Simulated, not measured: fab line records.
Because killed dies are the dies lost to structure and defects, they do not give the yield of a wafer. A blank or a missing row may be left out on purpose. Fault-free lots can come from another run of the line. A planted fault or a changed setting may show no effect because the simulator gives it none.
Struck lot and sound lot, side by side || flow ritCmos || 19 steps out of a route of 202
Sound: wafers L436.1, L436.3, L436.4. Wafers struck: L453.3, L453.5, L453.6. The cause is given at the end.
Order at every step that has rows: each side's tool, ch and its chambers, its first start. Under that, the readings that differ: sound wafers || struck wafers || difference of the means || sigmas: that difference in standard deviations of wafers without a fault.
alike: a reading whose means differ by less than 2 such deviations, as well as words and numbers matching on both sides. not compared: withheld readings; readings where some wafer has no value; bounds like >300 that might hide an equal value; numbers whose values overlap and for which the record gives no deviation.
The two part at a step that has a row with sigmas, a row that says differs or no value, or rows on one side only. Non-overlapping numbers with no deviation appear without sigmas and do not part them. A reading that every wafer of one side lacks parts them only if that side has two wafers or more.

first, 3 steps without rows for these wafers: RIT_GATE_CLEAN_02 (cleans in dHF, time 30 s); RIT_GATE_CLEAN_03 (cleans in SC2, time 600 s); RIT_GATE_CLEAN_04 (cleans in dHF, time 60 s).
RIT_FOX2_THK_MEAS_91:
  sound on filmMetro-01 at day 2 15:17; struck on filmMetro-02 at day 5 23:47
  alike: FIELD_OXIDE_LEFT_2_THK
then, 2 steps without rows for these wafers: RIT_GATE_OXIDATION_05 (target thk 3 nm, ox time 270 s); RIT_GATE_ANNEAL_06 (time 600 s).
RIT_GATE_THK_MEAS_07:
  sound on filmMetro-03 at day 2 18:43; struck on filmMetro-03 at day 6 02:44
  alike: GATE_OXIDE_THK
then, 1 step without rows for these wafers: RIT_GATE_CVD_08 (deposits poly-Si from SiH4, target thk 250 nm, time 2220 s).
RIT_GATE_THK_MEAS_09:
  sound on filmMetro-03 at day 2 20:40; struck on filmMetro-02 at day 6 04:58
  alike: GATE_POLY_THK
then, 2 steps without rows for these wafers: RIT_GATE_HMDS_10 (prime time 60 s); RIT_GATE_COAT_11 (resist thk 850 nm).
RIT_GATE_SOFTBAKE_12: time 61.13 s.
  sound on lithoTrack-01 ch 0, day 2 21:02; struck on lithoTrack-03 ch 0, day 6 05:22
  alike: plateSensorTCentreC, plateSensorTEdgeC, softbakeTempC
RIT_GATE_EXPOSE_13: exposes mask M6, target cd 150 nm.
  sound on ilineStepper-02 ch 0, day 2 21:18; struck on ilineStepper-01 ch 0, day 6 05:37
{"reading": "model.GATE.overlayXNm (nm)", "sound": "-2.41 -2.41 -2.41", "struck": "-150.6 -150.6 -150.6", "difference": -148.2, "sigmas": ""}
  alike: mask
then, 2 steps without rows for these wafers: RIT_GATE_PEB_14; RIT_GATE_DEVELOP_15 (develop time 50 s).
RIT_GATE_CD_MEAS_16: the cd target is 150 nm.
  sound on cdSem-02 at day 2 21:50; struck on cdSem-01 at day 6 06:04
  alike: cdNm
RIT_GATE_OVL_MEAS_17:
  sound on overlay-02 at day 2 21:57; struck on overlay-02 at day 6 06:09
{"reading": "GATE_OVL (nm)", "sound": "-1.8 -0.9 -1.3", "struck": "-150.9 -150.7 -149.9", "difference": -149.2, "sigmas": "-99 or more"}
then, 1 step without rows for these wafers: RIT_GATE_HARDBAKE_18 (time 60 s).
RIT_M1_PROBE_99:
  sound on prober-01 at day 3 20:11; struck on prober-01 at day 7 03:36
{"reading": "killedAtFrontEnd", "sound": "5 4 4", "struck": "12 13 13", "difference": "+8", "sigmas": "+3"}
{"reading": "killedDies", "sound": "5 4 4", "struck": "12 13 13", "difference": "+8", "sigmas": "+3"}
{"reading": "killedOpen", "sound": "3 4 0", "struck": "4 9 10", "difference": "+5", "sigmas": "+3"}
{"reading": "model.etest.pldd.widthNm (nm)", "sound": "3203 3183 3177", "struck": "3117 3099 3086", "difference": -87, "sigmas": ""}
{"reading": "model.etest.nldd.widthNm (nm)", "sound": "3190 3193 3197", "struck": "3112 3096 3096", "difference": -92, "sigmas": ""}
{"reading": "model.etest.selectEdgeDiodeN.leakLog10A (angstrom)", "sound": "-9.714 -9.779 -9.653", "struck": "-6.34 -6.431 -6.779", "difference": "+3.20", "sigmas": ""}
{"reading": "model.etest.selectEdgeDiodeP.leakLog10A (angstrom)", "sound": "-10.29 -10.44 -10.69", "struck": "-6.902 -6.857 -7.127", "difference": "+3.511", "sigmas": ""}
{"reading": "model.etest.gateEndArray.leakLog10AUm", "sound": "-12.62 -12.65 -12.85", "struck": "-11.79 -11.8 -11.69", "difference": "+0.95", "sigmas": ""}
  alike: killed_at_M0_to_M3, killedAtContacts, killedOnRim, killedShort

== WHERE THEY PART ==
Earliest at RIT_GATE_OVL_MEAS_17; latest, in this record, at RIT_M1_PROBE_99.

WHY: what had been put in by the simulator
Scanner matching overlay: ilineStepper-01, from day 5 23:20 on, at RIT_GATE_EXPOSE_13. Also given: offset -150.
